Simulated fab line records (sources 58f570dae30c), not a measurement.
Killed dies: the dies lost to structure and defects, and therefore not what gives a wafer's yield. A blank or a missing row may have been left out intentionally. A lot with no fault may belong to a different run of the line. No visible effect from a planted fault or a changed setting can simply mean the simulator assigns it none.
fab line records | flow berkeleyCmos170
record lots=13 | wafers=39 | lastDay=13
route steps=331 shown NSD@190
lots untouched by any fault: they come from a run of this same line in which no faults occurred
startH: start of the lot's first displayed wafer, in hours after the record's first day | waitH: hours from the lot's prior step to this one | " repeats the value in the row above | L1.1+2: one row covering several wafers at once | - no value, or no start was given | * or withheld: withheld | < > ~ a bound
route shown NAME@n: names a module that has steps shown in the file, with the first one's number in the route | usual: mean/standard deviation taken from wafers without a fault | same: alike in all rows | chamber/n: place in a boat | sites: each site's reading | _std_site: standard deviation of those values | _edge_site: the outer-site mean with the inner-site mean subtracted | radiusMm: how far each site lies from the wafer's centre | mask NAME#n: copy n | behind: tool/chamber where the wafer was last shaped | hold: what put the lot on hold/how long, in hours/how the hold closed | device: which transistor (n, p or np) failed to switch | end of line: the tests these same wafers got at the end of their route | where a step has no rows: the recipe by itself | killed: count of dies lost to structure and defects at first sort (not the wafer's yield) | map: shows each die of a wafer: x if killed, . if not, _ if none is there
set.NAME: the setting that was run; set.NAME@STEP: the one run at that earlier step | model.NAME: the simulator's own value behind a step, which no gauge read
the route's steps for a sample of lots (tables are steps, rows are wafers)
services: the hour from which a tool's chamber was out of use, counted from the record's first day as startH (under 0 if before that day), plus the number of hours and why
## steps
# step UCB170_NSD_EXPOSE_03
# recipe maskId=NSELECT_MOD | na=0.5 | sigmaOuter=0.6 | sourceShape=conventional | targetCdNm=1200 | doseMj=30
# usual reticleTempC=22.99/0.09
lot.wafer | tool          | chamber | startH | waitH | mask          | reticleTempC
L954.1    | krfScanner-01 | 0       | 168.65 | 0.2   | NSELECT_MOD#0 | 22.93
L954.4    | "             | 0       | "      | "     | NSELECT_MOD#0 | 22.89
L954.5    | "             | 0       | "      | "     | NSELECT_MOD#0 | 22.97
L956.1    | krfScanner-01 | 0       | 174.72 | 0.1   | NSELECT_MOD#0 | 23.12
L956.2    | "             | 0       | "      | "     | NSELECT_MOD#0 | 23.01
L956.3    | "             | 0       | "      | "     | NSELECT_MOD#0 | 22.96
L960.1    | krfScanner-02 | 0       | 195.72 | 0.2   | NSELECT_MOD#0 | 22.97
L960.3    | "             | 0       | "      | "     | NSELECT_MOD#0 | 23.11
L960.4    | "             | 0       | "      | "     | NSELECT_MOD#0 | 22.91
L961.1    | krfScanner-02 | 0       | 203.68 | 0.1   | NSELECT_MOD#0 | 22.76
L961.2    | "             | 0       | "      | "     | NSELECT_MOD#0 | 22.93
L961.5    | "             | 0       | "      | "     | NSELECT_MOD#0 | 22.89
L963.2    | krfScanner-01 | 0       | 204.18 | 0.2   | NSELECT_MOD#0 | 23.06
L963.3    | "             | 0       | "      | "     | NSELECT_MOD#0 | 23.00
L963.4    | "             | 0       | "      | "     | NSELECT_MOD#0 | 22.94
L964.2    | krfScanner-02 | 0       | 204.42 | 0.4   | PSELECT_MOD#0 | 23.13
L964.5    | "             | 0       | "      | "     | PSELECT_MOD#0 | 23.07
L964.6    | "             | 0       | "      | "     | PSELECT_MOD#0 | 22.98
L962.2    | krfScanner-02 | 0       | 204.60 | 0.1   | NSELECT_MOD#0 | 23.01
L962.3    | "             | 0       | "      | "     | NSELECT_MOD#0 | 23.05
L962.5    | "             | 0       | "      | "     | NSELECT_MOD#0 | 22.96
L965.3    | krfScanner-01 | 0       | 219.60 | 0.2   | NSELECT_MOD#0 | 23.11
L965.4    | "             | 0       | "      | "     | NSELECT_MOD#0 | 22.99
L965.5    | "             | 0       | "      | "     | NSELECT_MOD#0 | 23.00
L966.1    | krfScanner-02 | 0       | 239.34 | 0.2   | NSELECT_MOD#0 | 23.00
L966.2    | "             | 0       | "      | "     | NSELECT_MOD#0 | 22.87
L966.6    | "             | 0       | "      | "     | NSELECT_MOD#0 | 22.92
L967.2    | krfScanner-02 | 0       | 240.05 | 0.5   | NSELECT_MOD#0 | 23.07
L967.3    | "             | 0       | "      | "     | NSELECT_MOD#0 | 22.96
L967.4    | "             | 0       | "      | "     | NSELECT_MOD#0 | 23.11
L972.2    | krfScanner-02 | 0       | 253.38 | 0.2   | NSELECT_MOD#0 | 22.96
L972.4    | "             | 0       | "      | "     | NSELECT_MOD#0 | 23.06
L972.5    | "             | 0       | "      | "     | NSELECT_MOD#0 | 22.89
L973.1    | krfScanner-01 | 0       | 270.29 | 0.2   | NSELECT_MOD#0 | 22.95
L973.2    | "             | 0       | "      | "     | NSELECT_MOD#0 | 22.87
L973.5    | "             | 0       | "      | "     | NSELECT_MOD#0 | 23.05
L975.1    | krfScanner-02 | 0       | 284.39 | 0.2   | NSELECT_MOD#0 | 23.09
L975.4    | "             | 0       | "      | "     | NSELECT_MOD#0 | 23.08
L975.5    | "             | 0       | "      | "     | NSELECT_MOD#0 | 22.93
# step UCB170_NSD_CD_MEAS_06
# recipe targetCdNm=1200
# usual cdNm=1200.1/1.2
lot.wafer | tool     | chamber | startH | waitH | cdNm
L954.1    | cdSem-02 | -       | 169.04 | -     | 1199.9
L954.4    | "        | -       | "      | "     | 1199.4
L954.5    | "        | -       | "      | "     | 1199.0
L956.1    | cdSem-02 | -       | 175.27 | -     | 1198.7
L956.2    | "        | -       | "      | "     | 1198.5
L956.3    | "        | -       | "      | "     | 1199.0
L960.1    | cdSem-01 | -       | 196.11 | -     | 1199.1
L960.3    | "        | -       | "      | "     | 1199.7
L960.4    | "        | -       | "      | "     | 1198.0
L961.1    | cdSem-01 | -       | 204.85 | -     | 1200.2
L961.2    | "        | -       | "      | "     | 1200.3
L961.5    | "        | -       | "      | "     | 1199.7
L963.2    | cdSem-02 | -       | 204.96 | -     | 1200.9
L963.3    | "        | -       | "      | "     | 1201.4
L963.4    | "        | -       | "      | "     | 1198.3
L964.2    | cdSem-02 | -       | 205.23 | -     | -
L964.5    | "        | -       | "      | "     | -
L964.6    | "        | -       | "      | "     | -
L962.2    | cdSem-02 | -       | 205.51 | -     | 1199.1
L962.3    | "        | -       | "      | "     | 1201.0
L962.5    | "        | -       | "      | "     | 1199.6
L965.3    | cdSem-01 | -       | 219.99 | -     | 1200.8
L965.4    | "        | -       | "      | "     | 1200.0
L965.5    | "        | -       | "      | "     | 1200.7
L966.1    | cdSem-02 | -       | 240.39 | -     | 1200.3
L966.2    | "        | -       | "      | "     | 1202.2
L966.6    | "        | -       | "      | "     | 1201.3
L967.2    | cdSem-01 | -       | 240.69 | -     | 1200.7
L967.3    | "        | -       | "      | "     | 1199.6
L967.4    | "        | -       | "      | "     | 1200.0
L972.2    | cdSem-01 | -       | 254.42 | -     | 1200.9
L972.4    | "        | -       | "      | "     | 1199.3
L972.5    | "        | -       | "      | "     | 1200.9
L973.1    | cdSem-02 | -       | 270.69 | -     | 1200.4
L973.2    | "        | -       | "      | "     | 1200.5
L973.5    | "        | -       | "      | "     | 1202.6
L975.1    | cdSem-01 | -       | 284.78 | -     | 1199.4
L975.4    | "        | -       | "      | "     | 1200.2
L975.5    | "        | -       | "      | "     | 1200.7
# step UCB170_NSD_TW_MEAS_10
# usual NSD_TW=4158/35
lot.wafer | tool         | chamber | startH | waitH | hold                    | NSD_TW
L954.1    | filmMetro-03 | -       | 169.45 | 0.1   | -                       | 4111
L954.4    | "            | -       | "      | "     | -                       | 4127
L954.5    | "            | -       | "      | "     | -                       | 4137
L956.1    | filmMetro-02 | -       | 175.67 | 0.1   | -                       | 4194
L956.2    | "            | -       | "      | "     | -                       | 4215
L956.3    | "            | -       | "      | "     | -                       | 4216
L960.1    | filmMetro-01 | -       | 196.52 | 0.1   | -                       | 4155
L960.3    | "            | -       | "      | "     | -                       | 4141
L960.4    | "            | -       | "      | "     | -                       | 4147
L961.1    | filmMetro-02 | -       | 205.26 | 0.1   | -                       | 4196
L961.2    | "            | -       | "      | "     | -                       | 4205
L961.5    | "            | -       | "      | "     | -                       | 4191
L963.2    | filmMetro-02 | -       | 205.35 | 0.1   | -                       | 4176
L963.3    | "            | -       | "      | "     | -                       | 4188
L963.4    | "            | -       | "      | "     | -                       | 4190
L964.2    | filmMetro-02 | -       | 205.65 | 0.1   | awaitDispo/0.2h/release | 30
L964.5    | "            | -       | "      | "     | awaitDispo/0.2h/release | 30
L964.6    | "            | -       | "      | "     | awaitDispo/0.2h/release | 30
L964.2    | filmMetro-02 | -       | 205.96 | 0.3   | -                       | 30
L964.5    | "            | -       | "      | "     | -                       | 30
L964.6    | "            | -       | "      | "     | -                       | 30
L962.2    | filmMetro-02 | -       | 205.90 | 0.1   | -                       | 4187
L962.3    | "            | -       | "      | "     | -                       | 4183
L962.5    | "            | -       | "      | "     | -                       | 4206
L965.3    | filmMetro-03 | -       | 220.38 | 0.1   | -                       | 4125
L965.4    | "            | -       | "      | "     | -                       | 4143
L965.5    | "            | -       | "      | "     | -                       | 4115
L966.1    | filmMetro-01 | -       | 240.80 | 0.1   | -                       | 4144
L966.2    | "            | -       | "      | "     | -                       | 4169
L966.6    | "            | -       | "      | "     | -                       | 4132
L967.2    | filmMetro-03 | -       | 241.08 | 0.1   | -                       | 4107
L967.3    | "            | -       | "      | "     | -                       | 4116
L967.4    | "            | -       | "      | "     | -                       | 4118
L972.2    | filmMetro-01 | -       | 254.81 | 0.1   | -                       | 4141
L972.4    | "            | -       | "      | "     | -                       | 4139
L972.5    | "            | -       | "      | "     | -                       | 4123
L973.1    | filmMetro-02 | -       | 271.09 | 0.1   | -                       | 4202
L973.2    | "            | -       | "      | "     | -                       | 4167
L973.5    | "            | -       | "      | "     | -                       | 4180
L975.1    | filmMetro-01 | -       | 285.19 | 0.1   | -                       | 4123
L975.4    | "            | -       | "      | "     | -                       | 4109
L975.5    | "            | -       | "      | "     | -                       | 4122
## services
tool          | chamber | startH | hours | kind
krfScanner-02 | -       | 149.52 | 0.8   | pm
krfScanner-01 | -       | 182.78 | 1.7   | repair
krfScanner-02 | -       | 200.80 | 0.6   | repair
krfScanner-02 | -       | 210.04 | 5.0   | repair
krfScanner-01 | -       | 256.96 | 1.1   | repair
krfScanner-01 | -       | 262.62 | 4.0   | pm
krfScanner-02 | -       | 266.64 | 1.3   | pm
krfScanner-02 | -       | 282.20 | 1.0   | pm
## key
firstSign step=UCB170_NSD_EXPOSE_03 | reading=mask | direction=changed
effect step=UCB170_NSD_CD_MEAS_06 | reading=cdNm | direction=missing
effect step=UCB170_NSD_TW_MEAS_10 | reading=visit | direction=added
effect step=UCB170_NSD_TW_MEAS_10 | reading=NSD_TW | direction=down | sigmas=99+ | usual=4158 | struck=30
metAt UCB170_NSD_EXPOSE_03
struckLots L964
scrappedBehind UCB170_NSD_TW_MEAS_10 L964.2,L964.5,L964.6
onsetBetween 203.68 204.42
fault kind=wrongMask | tool=any | chamber=- | onsetH=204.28 | steps=UCB170_NSD_EXPOSE_03 | auxCopy=PSELECT_MOD#0 | scope=struckLotsOnly
